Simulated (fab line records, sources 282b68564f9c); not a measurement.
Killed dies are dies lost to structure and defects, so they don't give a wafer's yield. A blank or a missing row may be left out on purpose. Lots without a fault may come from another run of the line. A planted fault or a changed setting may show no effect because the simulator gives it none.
fab line records | flow rit_cmos
record lots=6 wafers=18 last_day=7
route steps=202 shown PLDD@118 SPACER@125 NSD@131 PSD@142 SDANNEAL@153 SILICIDE@161 M1@202
lots that met no fault: from a run of the same line without faults
start_h: hours from the record's first day to the start of the lot's first wafer shown | wait_h: hours since the lot's step before | " the same as in the row above | L1.1+2: a row that stands for several wafers | - no value, or no start given | * or withheld: withheld | < > ~ a bound
route shown NAME@n: a module of which the file shows steps, and the number in the route of the first | usual: mean/standard deviation of fault-free wafers | same: alike in all rows | chamber/n: place in a boat | sites: the reading at each site | _std_site: their standard deviation | _edge_site: outer sites' mean less inner sites' | radius_mm: how far each site lies from the wafer's centre | mask NAME#n: copy n | behind: the tool/chamber that last shaped the wafer | hold: why the lot was held/for how many hours/how that ended | device: the transistor (n, p or np) that didn't switch | end of line: the same wafers' tests at the end of the route | a step without rows: its recipe alone | killed: dies lost to structure and defects at the first sort, not the wafer's yield | map: a wafer's dies, x killed, . not, _ none there
set.NAME: the setting as run; set.NAME@STEP: as run at that earlier step | model.NAME: the simulator's own value behind a step, which no gauge read
lots at some steps of the route; a table a step, a row a wafer
services: from which hour (start_h, from the record's first day; less than 0 if before it) a tool's chamber was out of use, for how many hours, and why
## steps
# step RIT_PLDD_PEB_04
# recipe resist=NOVOLAK temp_c=withheld time_s=withheld
# step RIT_PLDD_DEVELOP_05
# recipe resist=NOVOLAK develop_time_s=51.09 dev_temp_c=23
# step RIT_PLDD_OVL_MEAS_06
# usual PLDD_OVL=0.4/1.7
# columns lot.wafer tool chamber start_h wait_h PLDD_OVL[nm]
L527.1 overlay-02 - 67.69 - 0.6
L527.2 " - " " 0.9
L527.6 " - " " -0.8
L534.1 overlay-02 - 103.90 - -1.3
L534.2 " - " " 0.6
L534.6 " - " " 1.2
L540.1 overlay-02 - 132.94 - 0.6
L540.2 " - " " 1.1
L540.6 " - " " 0.9
L541.1 overlay-02 - 138.50 - -1.6
L541.4 " - " " 0.6
L541.5 " - " " -1.2
L542.2 overlay-02 - 142.36 - -2.5
L542.3 " - " " -0.1
L542.6 " - " " -1.9
L545.3 overlay-01 - 157.98 - 2.2
L545.4 " - " " 2.2
L545.5 " - " " 0.1
# step RIT_PLDD_HARDBAKE_07
# recipe resist=NOVOLAK temp_c=140 time_s=60
# step RIT_PLDD_IMPLANT_08
# recipe species=BF2 energy_kev=20 dose_cm2=9e+14 tilt_deg=7
# step RIT_PLDD_STRIP_09
# recipe chemistry=O2 time_s=180 resist=NOVOLAK platen_temp_c=withheld power_w=500 pressure_mtorr=4000 o2_flow_sccm=4000
# usual drypump_motor_current_A=5.94/0.22
# columns lot.wafer tool chamber start_h wait_h drypump_motor_current_A rf_hours_counter_h
L527.1 plasma_asher-03 1 68.02 0.1 5.81 27
L527.2 " 0 " " 6.04 27
L527.6 " 1 " " 5.82 -
L534.1 plasma_asher-01 1 104.23 0.1 5.52 47
L534.2 " 0 " " 6.24 47
L534.6 " 1 " " 5.52 -
L540.1 plasma_asher-03 0 133.27 0.1 6.05 35
L540.2 " 1 " " 5.77 35
L540.6 " 1 " " 5.79 -
L541.1 plasma_asher-03 1 138.88 0.1 5.84 36
L541.4 " 1 " " 5.80 -
L541.5 " 1 " " 5.83 -
L542.2 plasma_asher-01 1 142.69 0.1 5.54 51
L542.3 " 1 " " 5.53 -
L542.6 " 0 " " 6.22 -
L545.3 plasma_asher-03 0 158.36 0.1 6.07 -
L545.4 " 1 " " 5.80 -
L545.5 " 0 " " 6.06 -
# step RIT_PLDD_TW_MEAS_10
# usual PLDD_TW=2328/25
# columns lot.wafer tool chamber start_h wait_h PLDD_TW
L527.1 film_metro-01 - 68.20 0.1 2301
L527.2 " - " " 2295
L527.6 " - " " 2308
L534.1 film_metro-02 - 104.41 0.1 2339
L534.2 " - " " 2339
L534.6 " - " " 2338
L540.1 film_metro-01 - 133.45 0.1 2292
L540.2 " - " " 2286
L540.6 " - " " 2291
L541.1 film_metro-01 - 139.05 0.1 2292
L541.4 " - " " 2283
L541.5 " - " " 2293
L542.2 film_metro-03 - 142.88 0.1 2365
L542.3 " - " " 2351
L542.6 " - " " 2362
L545.3 film_metro-02 - 158.50 0.1 2339
L545.4 " - " " 2336
L545.5 " - " " 2351
# step RIT_SPACER_CLEAN_00
# recipe chemistry=SC1 mix=3:3:50 time_s=600 temp_c=75
# step RIT_SPACER_CLEAN_01
# recipe chemistry=dHF dilution=50:1 time_s=30
# step RIT_SPACER_CLEAN_02
# recipe chemistry=SC2 mix=3:3:50 time_s=600 temp_c=75 dry=n2_spin
# step RIT_SPACER_CVD_03
# recipe material=Si3N4 target_thk_nm=250 temp_c=810 precursor=SiH2Cl2/NH3 time_s=3300 pressure_mtorr=300 sih2cl2_flow_sccm=60 nh3_flow_sccm=150
# step RIT_SPACER_THK_MEAS_04
# recipe reads=Si3N4_of_SPACER_CVD_03
# usual SPACER_NITRIDE_THK=248.9/2.4
# columns lot.wafer tool chamber start_h wait_h SPACER_NITRIDE_THK[nm]
L527.1 film_metro-04 - 71.54 0.0 247.7
L527.2 " - " " 247.0
L527.6 " - " " 250.4
L534.1 film_metro-04 - 106.75 0.0 250.3
L534.2 " - " " 249.4
L534.6 " - " " 251.4
L540.1 film_metro-02 - 135.79 0.0 250.3
L540.2 " - " " 250.4
L540.6 " - " " 248.4
L541.1 film_metro-02 - 141.51 0.0 243.7
L541.4 " - " " 244.9
L541.5 " - " " 246.2
L542.2 film_metro-02 - 145.83 0.0 254.0
L542.3 " - " " 253.3
L542.6 " - " " 251.4
L545.3 film_metro-01 - 160.86 0.0 248.4
L545.4 " - " " 246.9
L545.5 " - " " 247.0
# step RIT_SPACER_ETCHBACK_05
# recipe target_depth_a=2500 SF6_flow_sccm=30 CHF3_flow_sccm=30 target=Si3N4 chemistry=SF6/CHF3 pressure_mtorr=40 rf_w=250 time_s=240 stop_on=SiO2
# usual CHF3_flow_sccm=30.01/0.087 drypump_motor_current_A=5.6/0.3 oes_product_au=0.849/0.016 run_length_s=268.3/0.43 throttle_valve_pct=10.24/0.15
# columns lot.wafer tool chamber start_h wait_h CHF3_flow_sccm drypump_motor_current_A oes_product_au rf_hours_counter_h run_length_s throttle_valve_pct model.poly-Si_of_GATE_CVD_08.thk_nm model.Si3N4_of_SPACER_CVD_03.thk_nm model.SiO2_of_FOX2_OXIDATION_00.thk_nm
L527.1 rie_diel-04 3 71.60 0.1 29.93 5.5 0.862 100 268.2 10.15 166.8 193.4 171
L527.2 " 2 " " 30.01 5.4 0.813 69 268.2 10.09 168.9 193 170.8
L527.6 " 2 " " 29.99 5.4 0.827 - 268.2 10.10 166.3 195.2 171.8
L534.1 rie_diel-01 1 106.81 0.1 29.94 5.4 0.873 117 268.5 10.02 162.2 195.6 188.1
L534.2 " 0 " " 29.99 5.8 0.861 102 267.6 10.29 163.8 196.7 189.3
L534.6 " 3 " " 30.00 5.0 0.833 - 268.7 10.36 160.7 195 182.4
L540.1 rie_diel-01 3 135.85 0.1 30.17 5.0 0.629 9 380.6 10.28 134.3 169.2 159
L540.2 " 1 " " 29.89 5.4 0.669 117 380.1 9.97 133.5 170 156.9
L540.6 " 1 " " 30.09 5.4 0.663 - 380.1 9.98 137.3 169.2 156.5
L541.1 rie_diel-03 3 141.57 0.1 30.05 5.7 0.829 123 268.6 10.46 159.8 189.5 171.3
L541.4 " 1 " " 30.00 5.2 0.844 92 268.3 10.33 161.9 192.5 177
L541.5 " 0 " " 29.89 5.8 0.825 - 268.2 10.30 162 193.8 170
L542.2 rie_diel-01 2 145.88 0.0 30.08 6.0 0.653 93 380.7 10.40 137.1 174.2 147.3
L542.3 " 1 " " 30.16 5.4 0.672 117 380.3 9.98 134.3 172.4 149.2
L542.6 " 3 " " 29.93 4.9 0.642 - 380.8 10.31 134.6 170.4 145.6
L545.3 rie_diel-04 2 160.90 0.0 30.03 5.4 0.827 71 268.5 10.10 164 194 187.1
L545.4 " 0 " " 29.90 5.8 0.849 139 268.3 10.02 161.8 192.2 184.8
L545.5 " 3 " " 30.06 5.5 0.863 - 268.2 10.15 166.5 193.6 179.9
# step RIT_NSD_HMDS_00
# recipe prime_time_s=60 prime_temp_c=140
# step RIT_NSD_COAT_01
# recipe resist=NOVOLAK spin_rpm=3250 resist_thk_nm=989.5
# step RIT_NSD_SOFTBAKE_02
# recipe resist=NOVOLAK temp_c=90 time_s=60
# step RIT_NSD_EXPOSE_03
# recipe mask_id=M9 na=0.57 target_cd_nm=40700 dose_mj=250
# step RIT_NSD_PEB_04
# recipe resist=NOVOLAK temp_c=withheld time_s=withheld
# step RIT_NSD_DEVELOP_05
# recipe resist=NOVOLAK develop_time_s=50 dev_temp_c=23
# step RIT_NSD_OVL_MEAS_06
# usual NSD_OVL=0.1/1.5
# columns lot.wafer tool chamber start_h wait_h NSD_OVL[nm]
L527.1 overlay-01 - 72.60 - 1.3
L527.2 " - " " 2.3
L527.6 " - " " 1.8
L534.1 overlay-02 - 107.94 - -1.9
L534.2 " - " " -2.1
L534.6 " - " " -2.7
L540.1 overlay-02 - 136.98 - -0.4
L540.2 " - " " -1.8
L540.6 " - " " -3.2
L541.1 overlay-01 - 142.63 - -0.9
L541.4 " - " " 1.1
L541.5 " - " " 1.0
L542.2 overlay-02 - 146.88 - -2.2
L542.3 " - " " -3.7
L542.6 " - " " -1.7
L545.3 overlay-01 - 162.04 - 0.8
L545.4 " - " " 1.7
L545.5 " - " " 0.0
# step RIT_NSD_HARDBAKE_07
# recipe resist=NOVOLAK temp_c=140 time_s=60
# step RIT_NSD_IMPLANT_08
# recipe species=P energy_kev=25 dose_cm2=1e+15 tilt_deg=7
# step RIT_NSD_STRIP_09
# recipe chemistry=O2 time_s=180 resist=NOVOLAK platen_temp_c=withheld power_w=500 pressure_mtorr=4000 o2_flow_sccm=4000
# usual drypump_motor_current_A=5.8/0.32
# columns lot.wafer tool chamber start_h wait_h drypump_motor_current_A rf_hours_counter_h
L527.1 plasma_asher-04 0 72.94 0.1 5.4 42
L527.2 " 1 " " 5.6 42
L527.6 " 1 " " 5.6 -
L534.1 plasma_asher-02 0 108.27 0.1 5.8 46
L534.2 " 1 " " 6.2 46
L534.6 " 0 " " 5.8 -
L540.1 plasma_asher-01 1 137.33 0.1 5.5 50
L540.2 " 0 " " 6.2 50
L540.6 " 1 " " 5.5 -
L541.1 plasma_asher-04 0 142.97 0.1 5.4 2
L541.4 " 0 " " 5.5 -
L541.5 " 0 " " 5.4 -
L542.2 plasma_asher-01 0 147.21 0.1 6.2 51
L542.3 " 0 " " 6.2 -
L542.6 " 1 " " 5.5 -
L545.3 plasma_asher-02 0 162.42 0.1 5.8 -
L545.4 " 1 " " 6.1 -
L545.5 " 0 " " 5.8 -
# step RIT_NSD_TW_MEAS_10
# usual NSD_TW=3091/33
# columns lot.wafer tool chamber start_h wait_h NSD_TW
L527.1 film_metro-01 - 73.11 0.1 3060
L527.2 " - " " 3079
L527.6 " - " " 3062
L534.1 film_metro-02 - 108.45 0.1 3082
L534.2 " - " " 3098
L534.6 " - " " 3091
L540.1 film_metro-02 - 137.50 0.1 3136
L540.2 " - " " 3153
L540.6 " - " " 3129
L541.1 film_metro-02 - 143.15 0.1 3120
L541.4 " - " " 3126
L541.5 " - " " 3123
L542.2 film_metro-02 - 147.40 0.1 3136
L542.3 " - " " 3115
L542.6 " - " " 3124
L545.3 film_metro-03 - 162.56 0.1 3146
L545.4 " - " " 3125
L545.5 " - " " 3141
# step RIT_PSD_HMDS_00
# recipe prime_time_s=60 prime_temp_c=140
# step RIT_PSD_COAT_01
# recipe resist=NOVOLAK spin_rpm=3250 resist_thk_nm=1000
# step RIT_PSD_SOFTBAKE_02
# recipe resist=NOVOLAK temp_c=90 time_s=60
# step RIT_PSD_EXPOSE_03
# recipe mask_id=M10 na=0.57 target_cd_nm=40900 dose_mj=250
# step RIT_PSD_PEB_04
# recipe resist=NOVOLAK temp_c=withheld time_s=withheld
# step RIT_PSD_DEVELOP_05
# recipe resist=NOVOLAK develop_time_s=50 dev_temp_c=23
# step RIT_PSD_OVL_MEAS_06
# usual PSD_OVL=0.4/1.3
# columns lot.wafer tool chamber start_h wait_h PSD_OVL[nm]
L527.1 overlay-02 - 74.02 - 1.0
L527.2 " - " " -0.3
L527.6 " - " " 1.0
L534.1 overlay-01 - 109.77 - -0.5
L534.2 " - " " 1.4
L534.6 " - " " -0.3
L540.1 overlay-02 - 138.71 - -0.7
L540.2 " - " " -1.2
L540.6 " - " " 0.4
L541.1 overlay-01 - 144.18 - 1.0
L541.4 " - " " 1.2
L541.5 " - " " -0.3
L542.2 overlay-02 - 148.43 - -0.7
L542.3 " - " " -1.2
L542.6 " - " " -0.9
L545.3 overlay-02 - 163.58 - 1.6
L545.4 " - " " 0.0
L545.5 " - " " 0.9
# step RIT_PSD_HARDBAKE_07
# recipe resist=NOVOLAK temp_c=140 time_s=60
# step RIT_PSD_IMPLANT_08
# recipe species=BF2 energy_kev=27.45 dose_cm2=5e+15 tilt_deg=7
# step RIT_PSD_STRIP_09
# recipe chemistry=O2 time_s=180 resist=NOVOLAK platen_temp_c=withheld power_w=500 pressure_mtorr=4000 o2_flow_sccm=4000
# usual drypump_motor_current_A=5.72/0.28
# columns lot.wafer tool chamber start_h wait_h drypump_motor_current_A rf_hours_counter_h
L527.1 plasma_asher-04 0 74.36 0.1 5.46 42
L527.2 " 1 " " 5.59 42
L527.6 " 1 " " 5.58 -
L534.1 plasma_asher-03 1 110.11 0.1 5.83 32
L534.2 " 0 " " 6.04 32
L534.6 " 1 " " 5.79 -
L540.1 plasma_asher-04 0 139.05 0.1 5.45 2
L540.2 " 1 " " 5.57 2
L540.6 " 0 " " 5.40 -
L541.1 plasma_asher-04 0 144.52 0.1 5.38 3
L541.4 " 0 " " 5.39 -
L541.5 " 1 " " 5.59 -
L542.2 plasma_asher-01 0 148.76 0.1 6.20 52
L542.3 " 1 " " 5.55 -
L542.6 " 0 " " 6.23 -
L545.3 plasma_asher-01 0 163.96 0.1 6.23 -
L545.4 " 1 " " 5.56 -
L545.5 " 0 " " 6.25 -
# step RIT_PSD_TW_MEAS_10
# usual PSD_TW=3427/35
# columns lot.wafer tool chamber start_h wait_h PSD_TW
L527.1 film_metro-03 - 74.53 0.1 3463
L527.2 " - " " 3467
L527.6 " - " " 3444
L534.1 film_metro-03 - 110.28 0.1 3438
L534.2 " - " " 3420
L534.6 " - " " 3430
L540.1 film_metro-03 - 139.22 0.1 3485
L540.2 " - " " 3473
L540.6 " - " " 3501
L541.1 film_metro-03 - 144.69 0.1 3476
L541.4 " - " " 3473
L541.5 " - " " 3479
L542.2 film_metro-02 - 148.94 0.1 3426
L542.3 " - " " 3414
L542.6 " - " " 3434
L545.3 film_metro-02 - 164.10 0.1 3450
L545.4 " - " " 3450
L545.5 " - " " 3467
# step RIT_SDANNEAL_CLEAN_00
# recipe chemistry=SC1 mix=3:3:50 time_s=600 temp_c=75
# step RIT_SDANNEAL_CLEAN_01
# recipe chemistry=dHF dilution=50:1 time_s=30
# step RIT_SDANNEAL_CLEAN_02
# recipe chemistry=SC2 mix=3:3:50 time_s=590 temp_c=75 dry=n2_spin
# columns lot.wafer tool chamber start_h wait_h model.poly-Si_of_GATE_CVD_08.thk_nm
L527.1 wet_bench-02 3 74.79 0.0 162.5
L527.2 " 3 " " 164.6
L527.6 " 3 " " 161.9
L534.1 wet_bench-03 2 110.54 0.0 157.8
L534.2 " 2 " " 159.4
L534.6 " 2 " " 156.3
L540.1 wet_bench-03 1 139.51 0.0 129.9
L540.2 " 1 " " 129.1
L540.6 " 1 " " 132.8
L541.1 wet_bench-04 0 144.94 0.0 155.5
L541.4 " 0 " " 157.6
L541.5 " 0 " " 157.7
L542.2 wet_bench-04 0 149.18 0.0 132.8
L542.3 " 0 " " 129.9
L542.6 " 0 " " 130.3
L545.3 wet_bench-02 1 164.35 0.0 159.6
L545.4 " 1 " " 157.4
L545.5 " 1 " " 162.1
# step RIT_SDANNEAL_RTA_03
# recipe temp_c=1050 time_s=5 idle_temp_c=600 ramp_up_c_per_s=342 ramp_down_c_per_s=171 cool_to_c=600 ambient=N2
# usual wafer_temp_C_max=1053.6/1.1
# columns lot.wafer tool chamber start_h wait_h wafer_temp_C_max
L527.1 rtp_anneal-01 0 74.96 0.0 1053.1
L527.2 " 0 " " 1053.0
L527.6 " 0 " " 1055.4
L534.1 rtp_anneal-02 0 110.71 0.0 1054.7
L534.2 " 0 " " 1054.9
L534.6 " 0 " " 1053.6
L540.1 rtp_anneal-02 0 139.70 0.0 1055.5
L540.2 " 0 " " 1052.7
L540.6 " 0 " " 1053.4
L541.1 rtp_anneal-01 0 145.29 0.0 1055.7
L541.4 " 0 " " 1054.6
L541.5 " 0 " " 1053.4
L542.2 rtp_anneal-02 0 149.54 0.0 1052.7
L542.3 " 0 " " 1051.5
L542.6 " 0 " " 1051.8
L545.3 rtp_anneal-01 0 164.54 0.0 1054.6
L545.4 " 0 " " 1053.5
L545.5 " 0 " " 1053.5
# step RIT_SDANNEAL_RS_MEAS_04
# recipe thk_meas_gauge=four-point-probe
# usual PSD_RS=114.98/0.29
# columns lot.wafer tool chamber start_h wait_h PSD_RS[ohm/sq]
L527.1 film_metro-01 - 75.02 0.0 115.51
L527.2 " - " " 114.94
L527.6 " - " " 115.05
L534.1 film_metro-01 - 110.77 0.0 114.87
L534.2 " - " " 114.70
L534.6 " - " " 115.03
L540.1 film_metro-01 - 139.76 0.0 114.78
L540.2 " - " " 114.32
L540.6 " - " " 114.72
L541.1 film_metro-01 - 145.35 0.0 114.69
L541.4 " - " " 115.21
L541.5 " - " " 114.63
L542.2 film_metro-03 - 149.61 0.1 115.15
L542.3 " - " " 115.54
L542.6 " - " " 115.54
L545.3 film_metro-02 - 164.62 0.1 114.75
L545.4 " - " " 114.77
L545.5 " - " " 114.72
# step RIT_SDANNEAL_RS_MEAS_05
# recipe thk_meas_gauge=four-point-probe
# usual NSD_RS=84.65/0.28
# columns lot.wafer tool chamber start_h wait_h NSD_RS[ohm/sq]
L527.1 film_metro-01 - 75.14 0.1 84.88
L527.2 " - " " 84.49
L527.6 " - " " 84.69
L534.1 film_metro-01 - 110.89 0.1 85.16
L534.2 " - " " 84.91
L534.6 " - " " 84.86
L540.1 film_metro-01 - 139.88 0.1 84.68
L540.2 " - " " 85.07
L540.6 " - " " 84.60
L541.1 film_metro-01 - 145.47 0.1 84.58
L541.4 " - " " 85.03
L541.5 " - " " 84.88
L542.2 film_metro-03 - 149.73 0.1 84.92
L542.3 " - " " 84.83
L542.6 " - " " 85.09
L545.3 film_metro-02 - 164.74 0.1 84.78
L545.4 " - " " 84.99
L545.5 " - " " 84.74
# step RIT_SDANNEAL_RS_MEAS_06
# recipe thk_meas_gauge=four-point-probe
# usual PLDD_RS=178.5/0.53
# columns lot.wafer tool chamber start_h wait_h PLDD_RS[ohm/sq]
L527.1 film_metro-01 - 75.26 0.1 179.2
L527.2 " - " " 178.1
L527.6 " - " " 178.7
L534.1 film_metro-01 - 111.01 0.1 177.7
L534.2 " - " " 177.9
L534.6 " - " " 177.4
L540.1 film_metro-01 - 140.00 0.1 178.2
L540.2 " - " " 177.8
L540.6 " - " " 178.6
L541.1 film_metro-01 - 145.59 0.1 178.4
L541.4 " - " " 178.7
L541.5 " - " " 178.5
L542.2 film_metro-03 - 149.85 0.1 179.0
L542.3 " - " " 179.5
L542.6 " - " " 179.1
L545.3 film_metro-02 - 164.86 0.1 178.8
L545.4 " - " " 178.7
L545.5 " - " " 178.7
# step RIT_SILICIDE_WET_ETCH_00
# recipe chemistry=BOE target=SiO2 target_depth_nm=14 time_s=15 dry=n2_spin dilution=10:1 temp_c=21.5
# columns lot.wafer tool chamber start_h wait_h model.Si3N4_of_SPACER_CVD_03.thk_nm model.SiO2_of_FOX2_OXIDATION_00.thk_nm
L527.1 wet_bench-03 2 75.50 0.1 192.3 142.4
L527.2 " 2 " " 191.8 142.3
L527.6 " 2 " " 194 143.2
L534.1 wet_bench-01 0 111.25 0.1 194.4 159.8
L534.2 " 0 " " 195.6 160.8
L534.6 " 0 " " 193.9 153.9
L540.1 wet_bench-01 3 140.24 0.1 168 130.4
L540.2 " 3 " " 168.8 128.1
L540.6 " 3 " " 168 127.8
L541.1 wet_bench-04 1 145.83 0.1 188.3 142.8
L541.4 " 1 " " 191.3 148.4
L541.5 " 1 " " 192.6 141.4
L542.2 wet_bench-01 2 150.07 0.1 173.1 119
L542.3 " 2 " " 171.2 120.8
L542.6 " 2 " " 169.3 117.1
L545.3 wet_bench-03 3 165.06 0.1 192.8 158.5
L545.4 " 3 " " 191 156.1
L545.5 " 3 " " 192.4 151.3
# step RIT_M1_PROBE_99
# usual killed_at_M0_to_M3=0.0/0.16 killed_at_contacts=0.0/0.2 killed_at_front_end=7.2/2.5 killed_dies=7.3/2.5 killed_on_rim=2.0/1.4 killed_open=3.8/1.9 killed_short=3.5/1.8
# same gross_dies=264 killed_at_M4_up=0 killed_at_back_side=0 killed_at_other=0
# columns lot.wafer tool chamber start_h wait_h killed_at_M0_to_M3 killed_at_contacts killed_at_front_end killed_dies killed_on_rim killed_open killed_short model.etest.pplus_sal.width_nm model.etest.nplus_sal.width_nm model.etest.pldd.rs_ohm_sq model.etest.nldd.rs_ohm_sq model.etest.nldd.width_nm model.etest.pldd.width_nm model.etest.pwell_pinched.rs_ohm_sq model.etest.nwell_pinched.rs_ohm_sq
L527.1 prober-02 - 82.26 0.1 0 0 7 7 1 4 3 3470 3460 501.7 371.9 3206 3199 451.6 337.5
L527.2 prober-02 - 82.31 0.1 0 0 2 2 1 2 0 3456 3454 480.6 366.3 3220 3210 454.6 341.4
L527.6 prober-02 - 82.51 0.2 0 0 6 6 0 2 4 3462 3480 488.2 368.8 3205 3185 460.5 339.5
L534.1 prober-01 - 118.15 0.1 0 0 5 5 2 4 1 3427 3432 551.3 368.4 3158 3167 463.2 336.7
L534.2 prober-01 - 118.20 0.1 0 0 10 10 1 7 3 3422 3402 545.8 366.6 3152 3155 455.6 327.8
L534.6 prober-01 - 118.40 0.2 0 0 10 10 1 6 4 3442 3434 558 368.9 3158 3177 463.8 335.9
L540.1 prober-01 - 147.15 0.1 0 0 8 8 5 2 6 3661 3649 203.8 160.8 3337 3333 569.5 436.1
L540.2 prober-01 - 147.20 0.1 0 0 3 3 1 2 1 3644 3634 238.3 181.5 3338 3347 570.1 435
L540.6 prober-01 - 147.40 0.2 0 0 9 9 1 5 4 3660 3650 307.3 222 3334 3339 570.1 432.7
L541.1 prober-02 - 152.76 0.1 0 0 10 10 2 6 4 3482 3477 517.9 384.3 3171 3157 473.6 347
L541.4 prober-02 - 152.91 0.2 0 0 8 8 4 5 3 3454 3462 520.6 383.9 3191 3209 454.4 340.5
L541.5 prober-02 - 152.96 0.2 0 0 9 9 2 1 8 3436 3434 522.4 383 3187 3173 457.2 337.2
L542.2 prober-01 - 157.16 0.1 1 1 5 7 2 3 4 3664 3649 509.4 344.2 3340 3334 562.2 418.5
L542.3 prober-01 - 157.21 0.2 0 0 9 9 1 5 4 3655 3655 410.4 241.4 3355 3342 566.9 427.6
L542.6 prober-01 - 157.36 0.2 0 0 8 8 1 2 6 3661 3654 313.8 196.2 3336 3344 564.3 429.7
L545.3 prober-02 - 172.11 0.2 0 0 6 6 1 3 3 3457 3461 509 398.7 3162 3151 460.3 340.6
L545.4 prober-02 - 172.16 0.2 0 0 10 10 2 6 4 3464 3472 491.6 387.8 3177 3166 463.1 343.8
L545.5 prober-02 - 172.21 0.2 0 0 4 4 0 1 3 3458 3463 513.4 399.4 3192 3178 451.9 340
# killed by level:class
L527.1 GATE:geometric_particle:open=3 GATE:geometric_particle:short=3 SPACER:geometric_particle:open=1
L527.2 GATE:geometric_particle:open=2
L527.6 GATE:geometric_particle:short=3 FOX1:geometric_particle:short=1 FOX1:geometric_particle:open=1 GATE:geometric_particle:open=1
L534.1 GATE:geometric_particle:open=2 FOX1:geometric_particle:open=1 FOX2:geometric_particle:open=1 GATE:geometric_particle:short=1
L534.2 FOX1:geometric_particle:open=2 REOX:geometric_particle:short=2 SILICIDE:geometric_particle:open=2 FOX2:geometric_particle:open=1 GATE:geometric_particle:open=1 GATE:geometric_particle:short=1 REOX:geometric_particle:open=1
L534.6 GATE:geometric_particle:open=4 SILICIDE:geometric_particle:short=2 FOX1:geometric_particle:open=1 FOX1:geometric_particle:short=1 REOX:geometric_particle:short=1 SILICIDE:geometric_particle:open=1
L540.1 GATE:geometric_particle:short=3 FOX1:geometric_particle:short=1 FOX2:geometric_particle:open=1 FOX2:geometric_particle:short=1 SILICIDE:geometric_particle:open=1 SILICIDE:geometric_particle:short=1
L540.2 FOX1:geometric_particle:open=1 GATE:geometric_particle:short=1 GATE:geometric_particle:open=1
L540.6 GATE:geometric_particle:open=2 FOX1:geometric_particle:open=1 FOX1:geometric_particle:short=1 FOX2:geometric_particle:open=1 FOX2:geometric_particle:short=1 GATE:geometric_particle:short=1 REOX:geometric_particle:open=1 SILICIDE:geometric_particle:short=1
L541.1 FOX1:geometric_particle:short=2 GATE:geometric_particle:open=2 SPACER:geometric_particle:open=2 FOX2:geometric_particle:open=1 GATE:geometric_particle:short=1 REOX:geometric_particle:open=1 SPACER:geometric_particle:short=1
L541.4 GATE:geometric_particle:open=2 REOX:geometric_particle:short=2 FOX1:geometric_particle:open=1 REOX:geometric_particle:open=1 SPACER:geometric_particle:open=1 SPACER:geometric_particle:short=1
L541.5 REOX:geometric_particle:short=3 GATE:geometric_particle:short=2 SPACER:geometric_particle:short=2 GATE:geometric_particle:open=1 SILICIDE:geometric_particle:short=1
L542.2 FOX1:geometric_particle:short=1 FOX2:geometric_particle:short=1 GATE:geometric_particle:open=1 GATE:geometric_particle:short=1 SILICIDE:geometric_particle:open=1 CONTACT:geometric_particle:open=1 M1:geometric_particle:short=1
L542.3 GATE:geometric_particle:short=3 GATE:geometric_particle:open=2 SILICIDE:geometric_particle:open=2 FOX1:geometric_particle:short=1 SPACER:geometric_particle:open=1
L542.6 GATE:geometric_particle:short=3 SILICIDE:geometric_particle:short=2 ACTIVE:geometric_particle:open=1 REOX:geometric_particle:short=1 SILICIDE:geometric_particle:open=1
L545.3 GATE:geometric_particle:open=3 GATE:geometric_particle:short=3
L545.4 GATE:geometric_particle:open=4 SPACER:geometric_particle:open=2 FOX2:geometric_particle:short=1 GATE:geometric_particle:short=1 REOX:geometric_particle:short=1 SPACER:geometric_particle:short=1
L545.5 GATE:geometric_particle:short=3 REOX:geometric_particle:open=1
## services
# columns tool chamber start_h hours kind
wet_bench-02 - 49.74 1.7 repair
rie_diel-01 - 70.58 2.8 pm
rie_diel-01 3 79.01 14.1 repair
plasma_asher-02 - 79.75 1.5 repair
plasma_asher-03 - 80.05 2.8 pm
plasma_asher-01 - 86.60 2.0 repair
plasma_asher-04 - 108.75 9.0 pm
plasma_asher-04 0 108.75 9.0 vent_cycle
plasma_asher-04 1 108.75 9.0 vent_cycle
rie_diel-03 0 114.18 - clean
rie_diel-03 0 114.18 22.0 scheduled_down
rie_diel-03 0 114.18 22.0 vent_cycle
plasma_asher-04 0 117.75 - clean
plasma_asher-04 1 117.75 - clean
rie_diel-03 - 139.73 1.0 repair
rie_diel-03 - 139.83 1.3 repair
rie_diel-03 - 155.28 15.6 pm
## key
first_sign step=RIT_SPACER_ETCHBACK_05 reading=run_length_s direction=up sigmas=99+ usual=* struck=*
effect step=RIT_SPACER_ETCHBACK_05 reading=oes_product_au direction=down sigmas=12 usual=0.849 struck=0.655
model_effect step=RIT_SPACER_ETCHBACK_05 value=poly-Si_of_GATE_CVD_08.thk_nm without=166.1 struck=135.2
model_effect step=RIT_SDANNEAL_CLEAN_02 value=poly-Si_of_GATE_CVD_08.thk_nm without=161.7 struck=130.8
model_effect step=RIT_SILICIDE_WET_ETCH_00 value=Si3N4_of_SPACER_CVD_03.thk_nm without=195.3 struck=169.7
model_effect step=RIT_M1_PROBE_99 value=etest.pplus_sal.width_nm without=3451 struck=3658
met_at RIT_SPACER_ETCHBACK_05
struck_wafers L540.1,L540.2,L540.6,L542.2,L542.3,L542.6
tester_left_out L540,L542
onset_between 106.81 135.85
fault kind=process_parameter_drift tool=rie_diel-01 chamber=- onset_h=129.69 steps=RIT_SPACER_ETCHBACK_05 channel=time_s offset=* shape=step end_h=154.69 acts_in=* stated=*
# tester_left_out: of these lots the tester's yield and bins aren't shown, on N5 and GAA mostly nor the transistor test; their killed dies are dies lost to structure and defects alone, not to doping, threshold or leakage, so they don't give the yield
